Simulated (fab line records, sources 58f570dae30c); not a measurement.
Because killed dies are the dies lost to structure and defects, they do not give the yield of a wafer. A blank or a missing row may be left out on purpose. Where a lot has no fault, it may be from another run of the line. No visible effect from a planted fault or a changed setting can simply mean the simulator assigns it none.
Lot-split experiment :: flow berkeley_cmos170 :: 23 wafers read across 5 lots, on a route 331 steps long

== ON THE SPLIT ==
At UCB170_V2_PEB_10, the setting peb_temp_c was moved away from the recipe's 130 C on 8 of the 23 wafers read, by +1.2% to +2.9%. This setting was run at the recipe's value on the other wafers.

== FROM THE SPLIT TO THE READING: what the file shows between them, 4 steps ==
- UCB170_V2_DEVELOP_11: develop time 45 s
- UCB170_V2_CD_MEAS_12: target cd 700 nm
- UCB170_V2_ETCH_14: etches SiO2 in CHF3/CF4/Ar, stops on Al, target depth 1250 nm, time 291 s
- UCB170_V2_STRIP_15: strips in O2

== THE READING ==
cd_nm (nm) at UCB170_V2_CD_MEAS_90, where the cd target is 700 nm. Typical for fault-free wafers on this fab line: 700.0 nm, with standard deviation 1.5 nm.

wafer: L074.1
tool, chamber at the split: litho_track-01, 0
peb_temp_c as run, C: 131.5
against the recipe: +1.2%
cd_nm, nm: 708.5
against lot-mates on the recipe: +7.8

wafer: L074.2
tool, chamber at the split: litho_track-01, 0
peb_temp_c as run, C: 131.5
against the recipe: +1.2%
cd_nm, nm: 710.1
against lot-mates on the recipe: +9.4

wafer: L074.3
tool, chamber at the split: litho_track-01, 0
peb_temp_c as run, C: 130
against the recipe: recipe
cd_nm, nm: 700.9
against lot-mates on the recipe: -

wafer: L074.4
tool, chamber at the split: litho_track-01, 0
peb_temp_c as run, C: 130
against the recipe: recipe
cd_nm, nm: 700.5
against lot-mates on the recipe: -

wafer: L074.6
tool, chamber at the split: litho_track-01, 0
peb_temp_c as run, C: 131.5
against the recipe: +1.2%
cd_nm, nm: 707.6
against lot-mates on the recipe: +6.9

wafer: L079.1
tool, chamber at the split: litho_track-03, 0
peb_temp_c as run, C: 130
against the recipe: recipe
cd_nm, nm: 698.6
against lot-mates on the recipe: -

wafer: L079.2
tool, chamber at the split: litho_track-03, 0
peb_temp_c as run, C: 130
against the recipe: recipe
cd_nm, nm: 701.7
against lot-mates on the recipe: -

wafer: L079.3
tool, chamber at the split: litho_track-03, 0
peb_temp_c as run, C: 133.8
against the recipe: +2.9%
cd_nm, nm: 721.2
against lot-mates on the recipe: +21.0

wafer: L079.5
tool, chamber at the split: litho_track-03, 0
peb_temp_c as run, C: 133.8
against the recipe: +2.9%
cd_nm, nm: 720.2
against lot-mates on the recipe: +20.0

wafer: L079.6
tool, chamber at the split: litho_track-03, 0
peb_temp_c as run, C: 130
against the recipe: recipe
cd_nm, nm: 700.3
against lot-mates on the recipe: -

wafer: L083.2
tool, chamber at the split: litho_track-03, 0
peb_temp_c as run, C: 130
against the recipe: recipe
cd_nm, nm: 701.6
against lot-mates on the recipe: -

wafer: L083.3
tool, chamber at the split: litho_track-03, 0
peb_temp_c as run, C: 130
against the recipe: recipe
cd_nm, nm: 699.7
against lot-mates on the recipe: -

wafer: L083.4
tool, chamber at the split: litho_track-03, 0
peb_temp_c as run, C: 130
against the recipe: recipe
cd_nm, nm: 701.4
against lot-mates on the recipe: -

wafer: L083.5
tool, chamber at the split: litho_track-03, 0
peb_temp_c as run, C: 130
against the recipe: recipe
cd_nm, nm: 701.6
against lot-mates on the recipe: -

wafer: L083.6
tool, chamber at the split: litho_track-03, 0
peb_temp_c as run, C: 130
against the recipe: recipe
cd_nm, nm: 700.7
against lot-mates on the recipe: -

wafer: L081.1
tool, chamber at the split: litho_track-03, 0
peb_temp_c as run, C: 133
against the recipe: +2.3%
cd_nm, nm: 716.6
against lot-mates on the recipe: +16.8

wafer: L081.2
tool, chamber at the split: litho_track-03, 0
peb_temp_c as run, C: 130
against the recipe: recipe
cd_nm, nm: 698.1
against lot-mates on the recipe: -

wafer: L081.3
tool, chamber at the split: litho_track-03, 0
peb_temp_c as run, C: 130
against the recipe: recipe
cd_nm, nm: 701.6
against lot-mates on the recipe: -

wafer: L081.5
tool, chamber at the split: litho_track-03, 0
peb_temp_c as run, C: 133
against the recipe: +2.3%
cd_nm, nm: 715.0
against lot-mates on the recipe: +15.1

wafer: L081.6
tool, chamber at the split: litho_track-03, 0
peb_temp_c as run, C: 133
against the recipe: +2.3%
cd_nm, nm: 718.0
against lot-mates on the recipe: +18.1

wafer: L085.4
tool, chamber at the split: litho_track-03, 0
peb_temp_c as run, C: 130
against the recipe: recipe
cd_nm, nm: 697.4
against lot-mates on the recipe: -

wafer: L085.5
tool, chamber at the split: litho_track-03, 0
peb_temp_c as run, C: 130
against the recipe: recipe
cd_nm, nm: 698.3
against lot-mates on the recipe: -

wafer: L085.6
tool, chamber at the split: litho_track-03, 0
peb_temp_c as run, C: 130
against the recipe: recipe
cd_nm, nm: 699.4
against lot-mates on the recipe: -

FIT RESULTS
A straight line over all 23 wafers: cd_nm changes by +7.1 nm for each +1% of peb_temp_c; r = +0.99; the points scatter about the line by 1.4 nm.
The same after taking each lot's own level away (the mean of its wafers on the recipe; 23 wafers): +7.1 nm for each +1%; r = +0.99; scatter 1.1 nm.
On that fit, the largest move of peb_temp_c shifts the reading by 21 nm.
From 698.37 to 701.00 nm: that is the span of the lots' own levels, equal to 1.8 times the standard deviation above.
Consequently the slope shifts little with the lot-to-lot level, the two slopes agreeing.
Check: for one of the wafers moved furthest among these (+2.9%), held out of the fit, the line's prediction against its lot-mates is +20.7 nm. It came out at +21 nm against them.

== THE OTHER SPLITS THESE WAFERS WENT THROUGH ==
Note: prior to the reading, these wafers also went through further splits. Each is held against what the fit with the lots' levels taken away leaves over:
other split on the same wafers: UCB170_V1_CVD_00 time_s
wafers away from the commonest value: 8
r with cd_nm (lot level and that fit taken away): +0.34

other split on the same wafers: UCB170_V1_PEB_10 peb_temp_c
wafers away from the commonest value: 6
r with cd_nm (lot level and that fit taken away): +0.09

other split on the same wafers: UCB170_V2_CVD_00 time_s
wafers away from the commonest value: 9
r with cd_nm (lot level and that fit taken away): +0.22

== THE WHOLE CHAIN: every reading that the file lists as answering this split, in the file's order ==
step: UCB170_V2_CD_MEAS_12
what it does: target cd 700 nm
reading: cd_nm
change (the file's fit): +7.01 nm for each +1% of the setting
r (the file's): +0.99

step: UCB170_V2_ETCH_14
what it does: etches SiO2 in CHF3/CF4/Ar, stops on Al, target depth 1250 nm, time 291 s
reading: V2.cd_nm (the simulator's own value, which no gauge read)
change (the file's fit): +7.02 nm for each +1% of the setting
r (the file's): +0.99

step: UCB170_V2_CD_MEAS_90
what it does: target cd 700 nm
reading: cd_nm
change (the file's fit): +7.08 nm for each +1% of the setting
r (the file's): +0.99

== THE FILE'S OWN FIT ==
cd_nm changes by +7.08 nm for each +1% of peb_temp_c, r = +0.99.
